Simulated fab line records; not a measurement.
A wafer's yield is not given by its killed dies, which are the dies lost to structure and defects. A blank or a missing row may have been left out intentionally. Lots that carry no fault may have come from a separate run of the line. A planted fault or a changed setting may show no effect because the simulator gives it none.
Problem report in the 8D (eight disciplines) form, filled by code -- flow ritCmos -- the parts of the form that need people (team, actions taken, sign-off) are left out

## 1. THE ISSUE
NRETRO_TW at RIT_NRETRO_TW_MEAS_10 reads a mean of 31 on 3 wafers of 1 lot; wafers without a fault read 1050 with a standard deviation of 7.5. That is -99 or more standard deviations from the usual mean.
The first sign was on wafer L193.2 at day 5 11:10, on filmMetro-02. The record holds 39 wafers of 13 lots with a number at this step. The rule behind "out" and "out of limits": a value lying over 4 standard deviations away from the usual mean. The rest of the wafers with a number are treated as sound.

## 2. WHAT THIS IS AND IS NOT
question,is,is not
which readings at this step,NRETRO_TW,-
which lots,L193,"L179, L182, L183, L184, L185, L186, L188, L189, L191, L192, L198, L201"
which wafers of those lots,all that have a number,-
read on which gauges,filmMetro-02,"filmMetro-01, filmMetro-03"
when,from day 5 11:10,"up to then (30 sound wafers); but 6 sound wafers of L198, L201 came after"

## 3. WHAT RULES OUT EACH SUSPECT
Counting: a tool stays on the suspect list if, at a process step up to the reading, it processed all lots that are out and no sound lot following the first of them.
- the gauge at RIT_NRETRO_TW_MEAS_10 is ruled out. All the wafers that are out were read on filmMetro-02, but those of them that RIT_NWELL_STRIP_09 has rows for are out there too, on other tools.
- plasmaAsher-01 at RIT_NWELL_STRIP_09 (strips in O2, time 180 s): kept. It ran the lot that is out, L193 (day 5 00:38), and no sound lot after that; its last sound lot up to then is L191 (day 4 15:40). Its own readings are out on those wafers: runLengthS.
After counting, what remains is plasmaAsher-01 at RIT_NWELL_STRIP_09.

## 4. THE CAUSE (what the simulator had put in)
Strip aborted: plasmaAsher-01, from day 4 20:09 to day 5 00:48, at RIT_NWELL_STRIP_09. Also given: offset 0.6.
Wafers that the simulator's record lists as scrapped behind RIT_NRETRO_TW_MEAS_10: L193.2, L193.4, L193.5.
This tool alone remained once counting was done.

## 5. SEQUENCE OF EFFECTS, ordered by route
Rows list readings where the struck wafers' mean (over those with a number) sits beyond 3 standard deviations from the usual. Scope: only readings with a usual standard deviation given in the record; hours: median across lots of the time from each lot's start at the first step in this table that gives one to its start at this step; sigmas: change in usual standard deviations.
hours,step,reading,usual,on struck wafers,change,sigmas
0,RIT_NWELL_STRIP_09,runLengthS,208.2 s,72.2,-136.0,-99 or more
11,RIT_NRETRO_TW_MEAS_10,NRETRO_TW,1050,31,-1019,-99 or more
The process steps in it:
- RIT_NWELL_STRIP_09: strips in O2, time 180 s.

## 6. WHAT WOULD HAVE CAUGHT IT SOONER
The first out-of-limits reading at a measuring or inspecting step in this record came at day 5 11:10, 15 hours after the fault's start at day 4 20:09.
The tool's own readings at RIT_NWELL_STRIP_09 were out on every struck wafer that the step has a row for (runLengthS): an alarm limit on them would have fired on the first of those.
By day 5 11:10 the whole set of lots that are out, 1 in number, had already begun RIT_NWELL_STRIP_09 on plasmaAsher-01. Holding the tool at that point would not have protected any of them.
